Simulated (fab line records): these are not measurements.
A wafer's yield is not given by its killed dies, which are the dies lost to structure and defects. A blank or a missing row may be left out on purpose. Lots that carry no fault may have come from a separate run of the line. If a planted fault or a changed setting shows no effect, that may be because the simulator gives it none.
Which of the tools did it? ; flow berkeley-cmos170 ; Sampling: 16 lots, 48 wafers, 5 of 331 route steps

== WHAT EACH GAUGE READ, for each wafer ==
UCB170_NWELL_THK_MEAS_02.
lot;measured;on;NWELL_OXIDE_THK (nm)
L186;day 2 06:46;film-metro-01;25.7 25.8 26.0
L187;day 2 06:47;film-metro-04;25.6 25.4 25.7
L189;day 2 17:08;film-metro-01;25.7 26.1 25.3
L188;day 2 17:08;film-metro-04;26.4 26.8 26.4
L190;day 3 01:49;film-metro-03;26.1 26.7 26.3
L192;day 3 12:49;film-metro-04;26.3 26.2 26.2
L193;day 3 17:41;film-metro-04;27.4 27.1 27.1
L194;day 3 23:01;film-metro-04;26.9 27.3 27.4
L200;day 5 05:17;film-metro-03;27.6 27.9 28.3
L201;day 5 11:02;film-metro-03;26.6 26.3 26.5
L202;day 5 11:02;film-metro-04;26.2 26.6 26.7
L204;day 5 21:58;film-metro-03;26.0 25.6 26.0
L205;day 6 06:11;film-metro-01;25.3 26.3 25.8
L207;day 6 19:57;film-metro-04;26.8 26.3 26.8
L208;day 6 19:57;film-metro-03;25.2 24.8 25.3
L209;day 7 02:08;film-metro-04;26.0 26.3 26.1

UCB170_PWELL_THK_MEAS_03.
lot;measured;on;PWELL_OXIDE_THK (nm)
L186;day 3 05:12;film-metro-02;27.0 26.8 26.9
L187;day 3 05:13;film-metro-01;26.2 26.3 26.3
L189;day 3 16:17;film-metro-01;27.3 26.6 26.9
L188;day 3 16:18;film-metro-02;27.0 27.4 27.0
L190;day 4 00:49;film-metro-04;26.6 26.0 26.4
L192;day 4 09:43;film-metro-02;26.2 26.4 26.5
L193;day 4 17:46;film-metro-04;26.4 26.2 26.3
L194;day 4 17:51;film-metro-04;27.5 27.9 27.8
L200;day 5 21:07;film-metro-04;27.0 27.9 26.9
L201;day 6 09:01;film-metro-01;26.3 25.8 25.8
L202;day 6 09:01;film-metro-04;25.7 26.3 26.2
L204;day 6 14:25;film-metro-02;27.6 27.9 27.5
L205;day 7 03:30;film-metro-02;26.1 25.8 25.6
L207;day 7 12:02;film-metro-02;26.4 26.2 26.1
L208;day 7 12:02;film-metro-04;25.8 26.3 26.1
L209;day 7 20:11;film-metro-01;26.2 27.0 26.9

UCB170_PWELL_THK_MEAS_06.
lot;measured;on;PWELL_NITRIDE_THK (nm)
L186;day 3 15:58;film-metro-02;223.1 222.6 222.1
L187;day 3 15:59;film-metro-01;220.6 222.8 221.3
L189;day 4 01:32;film-metro-01;223.5 221.4 222.8
L188;day 4 01:32;film-metro-04;222.0 223.4 224.5
L190;day 4 08:14;film-metro-02;221.1 220.6 219.1
L192;day 4 18:11;film-metro-02;220.7 220.4 220.7
L193;day 5 03:16;film-metro-04;218.3 218.8 217.1
L194;day 5 03:14;film-metro-01;214.6 217.0 214.3
L200;day 6 09:09;film-metro-01;219.5 218.9 219.3
L201;day 6 17:40;film-metro-01;225.3 226.2 226.2
L202;day 6 17:40;film-metro-02;221.8 220.5 220.1
L204;day 6 21:46;film-metro-02;219.8 222.1 221.6
L205;day 7 11:37;film-metro-01;222.4 222.6 221.5
L207;day 7 21:07;film-metro-04;221.4 220.5 221.3
L208;day 7 21:07;film-metro-02;221.7 223.6 222.5
L209;day 8 02:12;film-metro-04;219.6 218.9 218.1

UCB170_ACTIVE_THK_MEAS_06.
lot;measured;on;ACTIVE_NITRIDE_THK (nm)
L186;day 5 05:37;film-metro-02;221.4 223.1 220.5
L187;day 5 05:38;film-metro-03;219.8 218.4 219.5
L189;day 5 14:12;film-metro-01;218.7 216.5 218.8
L188;day 5 14:13;film-metro-02;219.0 219.2 220.3
L190;day 5 22:31;film-metro-01;177.2 177.0 178.0
L192;day 6 07:59;film-metro-01;173.3 176.9 174.3
L193;day 6 16:49;film-metro-01;178.0 175.7 176.8
L194;day 6 16:47;film-metro-03;177.8 177.8 179.0
L200;day 7 19:41;film-metro-02;221.7 221.7 219.0
L201;day 8 02:37;film-metro-03;218.8 221.1 219.9
L202;day 8 02:41;film-metro-01;217.5 216.4 218.3
L204;day 8 02:37;film-metro-01;220.2 219.9 219.5
L205;day 9 00:05;film-metro-01;219.5 218.7 220.5
L207;day 9 07:06;film-metro-02;219.9 223.6 224.1
L208;day 9 07:02;film-metro-02;222.3 222.4 220.3
L209;day 9 07:07;film-metro-03;217.1 217.7 218.9

== EACH LOT AND THE TOOL THAT RAN IT (in order: tool; ch and the chambers of the sampled wafers; start) ==
lot;UCB170_ACTIVE_CVD_05
L186;lpcvd-02 ch 1, day 5 03:41
L187;lpcvd-02 ch 1, day 5 03:41
L189;lpcvd-02 ch 0, day 5 12:17
L188;lpcvd-02 ch 0, day 5 12:17
L190;lpcvd-02 ch 0, day 5 20:36
L192;lpcvd-02 ch 0, day 6 06:03
L193;lpcvd-02 ch 0, day 6 14:52
L194;lpcvd-02 ch 0, day 6 14:52
L200;lpcvd-02 ch 1, day 7 17:45
L201;lpcvd-02 ch 1, day 8 00:41
L202;lpcvd-02 ch 1, day 8 00:41
L204;lpcvd-02 ch 1, day 8 00:41
L205;lpcvd-02 ch 1, day 8 21:12
L207;lpcvd-01 ch 0, day 9 05:07
L208;lpcvd-01 ch 0, day 9 05:07
L209;lpcvd-01 ch 0, day 9 05:07
- UCB170_ACTIVE_CVD_05: deposits Si3N4 from SiH2Cl2/NH3, target thk 220 nm, time 3300 s.

== WHAT THE TOOLS THEMSELVES READ (means of the sampled wafers that have a number; where no wafer has one, the mark that the record gives instead) ==
UCB170_ACTIVE_CVD_05.
lot;tool;spike-tc-source-C (C);zone-power-centre-pct (%)
L186;lpcvd-02;829;37
L187;lpcvd-02;829;37
L189;lpcvd-02;823;45
L188;lpcvd-02;823;44
L190;lpcvd-02;822;44
L192;lpcvd-02;823;44
L193;lpcvd-02;823;44
L194;lpcvd-02;823;44
L200;lpcvd-02;828;37
L201;lpcvd-02;829;37
L202;lpcvd-02;830;37
L204;lpcvd-02;829;37
L205;lpcvd-02;829;37
L207;lpcvd-01;815;38
L208;lpcvd-01;815;39
L209;lpcvd-01;815;38

== THE ANSWER, worked out from the rows above alone ==
Rule: usual is defined by the lots themselves. The widest of any qualifying gaps counts: lots, ordered by their means at a reading, are off when they make up no more than a third of the lots, leave a main group of 4 or more, and stand apart from it by 3 or more times the standard deviation of that group's means. Not used: any main group whose means are identical at the precision the tables above print for the reading. Also off: a lot with no number at a reading for which 4 or more lots have one. Where the step has rows for the other lots, those lots are counted as sound. First the gauges in route order, then the tools' own readings, where a lot's mean is used as printed above. At the first step where some lot is off, the reading lying furthest off is the one used; lots without a number count as furthest.
Off: L190, L192, L193, L194, at UCB170_ACTIVE_THK_MEAS_06 (ACTIVE_NITRIDE_THK). For the main group the mean is 219.8 nm and the standard deviation 1.5.
If a tool, at a process step before that reading, ran all the lots that are off and no sound lot after the first of them, it fits. Gauges at UCB170_ACTIVE_THK_MEAS_06: tried the same way as those tools. Of those tried, none fits.

== WHAT THE SIMULATOR HAD INSERTED ==
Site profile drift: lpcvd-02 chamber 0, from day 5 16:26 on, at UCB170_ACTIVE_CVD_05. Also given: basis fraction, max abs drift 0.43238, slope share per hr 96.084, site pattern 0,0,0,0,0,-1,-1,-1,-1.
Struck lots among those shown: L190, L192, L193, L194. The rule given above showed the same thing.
